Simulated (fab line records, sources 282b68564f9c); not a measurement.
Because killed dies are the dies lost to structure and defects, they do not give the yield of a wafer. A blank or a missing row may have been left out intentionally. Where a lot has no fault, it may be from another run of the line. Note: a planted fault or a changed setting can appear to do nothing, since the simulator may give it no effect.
Split-lot trial / flow rit-cmos / route with 202 steps; 5 lots, 23 wafers read

== THE SPLIT ==
At RIT_CONTACT_CVD_00 (deposits SiO2 from TEOS, target thk 400 nm, time 61 s), the setting time-s was moved away from the recipe's 61 s on 8 of the 23 wafers read, by -14.1% to +12.8%. The other wafers ran this setting at the recipe's value.

Split to reading: the file shows no intervening step.

== THE READING ==
CONTACT_TEOS_THK (nm), taken at RIT_CONTACT_THK_MEAS_01. A value of 401 nm with a standard deviation of 4.6 nm is what fault-free wafers of this fab line usually give.

wafer=L074.2; tool, chamber at the split=pecvd-02, 0; time-s as run, s=61; against the recipe=recipe; CONTACT_TEOS_THK, nm=396; against lot-mates on the recipe=-
wafer=L074.4; tool, chamber at the split=pecvd-02, 2; time-s as run, s=61; against the recipe=recipe; CONTACT_TEOS_THK, nm=408; against lot-mates on the recipe=-
wafer=L074.5; tool, chamber at the split=pecvd-02, 0; time-s as run, s=61; against the recipe=recipe; CONTACT_TEOS_THK, nm=403; against lot-mates on the recipe=-
wafer=L077.1; tool, chamber at the split=pecvd-02, 1; time-s as run, s=52.39; against the recipe=-14.1%; CONTACT_TEOS_THK, nm=341; against lot-mates on the recipe=-64
wafer=L077.2; tool, chamber at the split=pecvd-02, 0; time-s as run, s=52.39; against the recipe=-14.1%; CONTACT_TEOS_THK, nm=335; against lot-mates on the recipe=-70
wafer=L077.3; tool, chamber at the split=pecvd-02, 2; time-s as run, s=52.39; against the recipe=-14.1%; CONTACT_TEOS_THK, nm=346; against lot-mates on the recipe=-58
wafer=L077.4; tool, chamber at the split=pecvd-02, 1; time-s as run, s=61; against the recipe=recipe; CONTACT_TEOS_THK, nm=403; against lot-mates on the recipe=-
wafer=L077.6; tool, chamber at the split=pecvd-02, 2; time-s as run, s=61; against the recipe=recipe; CONTACT_TEOS_THK, nm=406; against lot-mates on the recipe=-
wafer=L079.1; tool, chamber at the split=pecvd-03, 0; time-s as run, s=61; against the recipe=recipe; CONTACT_TEOS_THK, nm=396; against lot-mates on the recipe=-
wafer=L079.2; tool, chamber at the split=pecvd-03, 2; time-s as run, s=61; against the recipe=recipe; CONTACT_TEOS_THK, nm=401; against lot-mates on the recipe=-
wafer=L079.4; tool, chamber at the split=pecvd-03, 1; time-s as run, s=61; against the recipe=recipe; CONTACT_TEOS_THK, nm=401; against lot-mates on the recipe=-
wafer=L079.5; tool, chamber at the split=pecvd-03, 0; time-s as run, s=61; against the recipe=recipe; CONTACT_TEOS_THK, nm=398; against lot-mates on the recipe=-
wafer=L079.6; tool, chamber at the split=pecvd-03, 2; time-s as run, s=61; against the recipe=recipe; CONTACT_TEOS_THK, nm=405; against lot-mates on the recipe=-
wafer=L081.1; tool, chamber at the split=pecvd-01, 2,1; time-s as run, s=61; against the recipe=recipe; CONTACT_TEOS_THK, nm=394; against lot-mates on the recipe=-
wafer=L081.3; tool, chamber at the split=pecvd-01, 1; time-s as run, s=68.8; against the recipe=+12.8%; CONTACT_TEOS_THK, nm=446; against lot-mates on the recipe=+46
wafer=L081.4; tool, chamber at the split=pecvd-01, 2,1; time-s as run, s=61; against the recipe=recipe; CONTACT_TEOS_THK, nm=403; against lot-mates on the recipe=-
wafer=L081.5; tool, chamber at the split=pecvd-01, 0; time-s as run, s=61; against the recipe=recipe; CONTACT_TEOS_THK, nm=403; against lot-mates on the recipe=-
wafer=L081.6; tool, chamber at the split=pecvd-01, 2; time-s as run, s=68.8; against the recipe=+12.8%; CONTACT_TEOS_THK, nm=451; against lot-mates on the recipe=+51
wafer=L083.1; tool, chamber at the split=pecvd-02, 0; time-s as run, s=57.56; against the recipe=-5.6%; CONTACT_TEOS_THK, nm=367; against lot-mates on the recipe=-32
wafer=L083.2; tool, chamber at the split=pecvd-02, 2,1; time-s as run, s=61; against the recipe=recipe; CONTACT_TEOS_THK, nm=396; against lot-mates on the recipe=-
wafer=L083.4; tool, chamber at the split=pecvd-02, 2,1; time-s as run, s=61; against the recipe=recipe; CONTACT_TEOS_THK, nm=402; against lot-mates on the recipe=-
wafer=L083.5; tool, chamber at the split=pecvd-02, 0; time-s as run, s=57.56; against the recipe=-5.6%; CONTACT_TEOS_THK, nm=372; against lot-mates on the recipe=-27
wafer=L083.6; tool, chamber at the split=pecvd-02, 2; time-s as run, s=57.56; against the recipe=-5.6%; CONTACT_TEOS_THK, nm=383; against lot-mates on the recipe=-16
If several chambers appear in one row, that row covers several wafers at once and the file leaves open which wafer was in which chamber.

FIT RESULTS
A straight line over all 23 wafers: CONTACT_TEOS_THK changes by +4.1 nm for each +1% of time-s; r = +0.98; the points scatter about the line by 5 nm.
The same after taking each lot's own level away (the mean of its wafers on the recipe; 23 wafers): +4.24 nm for each +1%; r = +0.99; scatter 4.8 nm.
Per that fit: largest time-s move, reading shift of 60 nm.
Across the lots, their own levels run from 399.0 to 404.5 nm, a range of 1.2 times the standard deviation given above.
Hence the lot-to-lot level has little effect on the slope; both slopes agree.
Check: for one of the wafers moved furthest among these (-14.1%), held out of the fit, the line's prediction against its lot-mates is -60.4 nm. It came out at -63.5 nm against them.

== THE OTHER SPLITS THESE WAFERS WENT THROUGH ==
Note: prior to the reading, these wafers also went through further splits. Each is held against what the fit with the lots' levels taken away leaves over:
other split on the same wafers=RIT_PSD_IMPLANT_08 dose-cm2; wafers away from the commonest value=8; r with CONTACT_TEOS_THK (lot level and that fit taken away)=-0.04
other split on the same wafers=RIT_SILICIDE_SPUTTER_01 time-s; wafers away from the commonest value=8; r with CONTACT_TEOS_THK (lot level and that fit taken away)=+0.29

== THE WHOLE CHAIN: every reading that the file lists as answering this split, in the file's order ==
step=RIT_CONTACT_CVD_00; what it does=deposits SiO2 from TEOS, target thk 400 nm, time 61 s; reading=SiO2_of_CONTACT_CVD_00.thk-nm (the simulator's own value, which no gauge read); change (the file's fit)=+4.21 nm for each +1% of the setting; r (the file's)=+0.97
step=RIT_CONTACT_THK_MEAS_01; what it does=; reading=CONTACT_TEOS_THK; change (the file's fit)=+4.21 for each +1% of the setting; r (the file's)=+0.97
step=RIT_CONTACT_ETCH_11; what it does=etches SiO2 in CHF3/CF4/Ar, stops on TiSi2, target depth 480 nm, time 320 s; reading=etch.depth-nm (the simulator's own value, which no gauge read); change (the file's fit)=+4.21 nm for each +1% of the setting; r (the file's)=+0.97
step=RIT_CONTACT_ETCH_11; what it does=etches SiO2 in CHF3/CF4/Ar, stops on TiSi2, target depth 480 nm, time 320 s; reading=CONTACT.feature-depth-nm (the simulator's own value, which no gauge read); change (the file's fit)=+4.2 nm for each +1% of the setting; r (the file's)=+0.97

== THE FILE'S OWN FIT ==
CONTACT_TEOS_THK changes by +4.21 nm for each +1% of time-s, r = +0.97.
